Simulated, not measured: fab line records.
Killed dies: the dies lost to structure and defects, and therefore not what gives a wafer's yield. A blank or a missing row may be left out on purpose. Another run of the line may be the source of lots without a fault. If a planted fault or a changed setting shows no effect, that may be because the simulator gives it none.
Struck lot and sound lot, side by side + flow berkeley cmos170 + 14 steps out of a route of 331
Sound: the wafers L155.1, L155.4, L155.5. The struck wafers were L144.2, L144.5, L144.6. The cause is named last.
Each step with rows lists, per side, the tool, then ch with its chambers, then its first start. Under that, the readings that differ: sound wafers + struck wafers + difference of the means + sigmas: that difference in standard deviations of wafers without a fault.
alike: words and numbers the same on both sides, and readings whose means are apart by under 2 such deviations; not compared: readings that were withheld, readings missing a value for some wafer, numbers with overlapping values and no deviation given by the record, and bounds like >300 which may hide the same value.
A row with sigmas, a row that says differs or no value, or rows on one side alone: a step with any of these is where the two part. Numbers that have no deviation but don't overlap get no sigmas and don't part them. A reading missing from all wafers of one side parts the sides only when that side holds two or more wafers.

first, 3 steps without rows for these wafers: UCB170_NVT_EXPOSE_03 (exposes mask PWELL, target cd 3000 nm); UCB170_NVT_PEB_04; UCB170_NVT_DEVELOP_05 (develop time 45 s).
UCB170_NVT_OVL_MEAS_06:
  struck on overlay-01, day 7 01:38; sound on overlay-02, day 9 02:13
  alike: NVT_OVL
then, 1 step without rows for these wafers: UCB170_NVT_IMPLANT_07.
UCB170_NVT_STRIP_08: strips in O2.
  sound on plasma asher-01 ch 0,1, day 9 02:24; struck on plasma asher-01 ch 0,1, day 7 01:49
  alike: drypump motor current A, o2 flow sccm, oes product au, strip time to endpoint s
  not compared: rf hours counter h
UCB170_NVT_TW_MEAS_09:
  struck on film metro-01, day 7 01:55; sound on film metro-02, day 9 02:30
  alike: NVT_TW
then, 5 steps without rows for these wafers: UCB170_NVT_CLEAN_10 (cleans in SPM, time 600 s); UCB170_PVT_HMDS_00 (prime time 60 s); UCB170_PVT_COAT_01 (resist thk 900 nm); UCB170_PVT_SOFTBAKE_02 (time 60 s); UCB170_PVT_EXPOSE_03 (exposes mask NWELL, target cd 3000 nm).
UCB170_PVT_PEB_04:
  sound on litho track-04 ch 0, day 9 04:08; struck on litho track-02, day 7 03:01
  no value came back on the struck wafers for chill plate temp C (C), exhaust pa (Pa); on the sound wafers chill plate temp C (C) reads 23.02 22.93 23.00
then, 1 step without rows for these wafers: UCB170_PVT_DEVELOP_05 (develop time 45 s).

== WHERE THEY PART ==
At UCB170_PVT_PEB_04 and nowhere else, as far as this record goes.

WHY: whatever the simulator had introduced
Beginning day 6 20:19, the whole step at UCB170_PVT_PEB_04 was skipped on litho track-02. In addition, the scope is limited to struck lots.
